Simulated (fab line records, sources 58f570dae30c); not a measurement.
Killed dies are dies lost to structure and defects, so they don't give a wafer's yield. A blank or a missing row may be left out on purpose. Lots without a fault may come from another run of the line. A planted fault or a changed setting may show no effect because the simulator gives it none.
Which tool did it? | flow berkeley_cmos170 | 6 lots, 18 wafers sampled, at 2 steps of a route of 331

WHAT THE GAUGES READ, wafer by wafer
UCB170_M1_RS_MEAS_01: measures by four-point-probe.
lot  | measured     | on            | M1_AL_RS (ohm/sq)
L699 | day 8 13:08  | film_metro-01 | 0.0485 0.0485 0.0483
L702 | day 9 00:45  | film_metro-03 | 0.0478 0.0473 0.0472
L705 | day 9 11:01  | film_metro-02 | 0.0479 0.0482 0.0485
L712 | day 11 01:31 | film_metro-01 | 0.0489 0.0489 0.0488
L714 | day 11 13:19 | film_metro-03 | 0.0477 0.0501 0.0502
L721 | day 13 00:01 | film_metro-01 | 0.0481 0.0484 0.0480

WHICH TOOL RAN EACH LOT (tool, then ch and the chambers of the sampled wafers, then the start)
lot  | UCB170_M1_SPUTTER_00
L699 | pvd_sputter-03, day 8 13:02
L702 | pvd_sputter-04, day 9 00:39
L705 | pvd_sputter-04, day 9 10:53
L712 | pvd_sputter-01, day 11 01:26
L714 | pvd_sputter-03, day 11 13:15
L721 | pvd_sputter-04, day 12 23:57
- UCB170_M1_SPUTTER_00: material Al, target thk 600 nm, time 80 s.

THE ANSWER, worked out from the rows above alone
Rule: what is usual is taken from the lots themselves. Put in order of their means at a reading, lots are off if they are a third of the lots or fewer, leave a main group of 4 or more, and stand apart from it by a gap of 3 or more times the standard deviation of the main group's means; of several such gaps the widest counts. A main group whose means are all the same, to the digits that the tables above print for the reading, isn't used. A lot without any number at a reading at which 4 lots or more have one is off too. The other lots that the step has rows for count as sound.
No lot is off at any reading shown: from this, nothing can be told.

WHAT THE SIMULATOR HAD PUT IN
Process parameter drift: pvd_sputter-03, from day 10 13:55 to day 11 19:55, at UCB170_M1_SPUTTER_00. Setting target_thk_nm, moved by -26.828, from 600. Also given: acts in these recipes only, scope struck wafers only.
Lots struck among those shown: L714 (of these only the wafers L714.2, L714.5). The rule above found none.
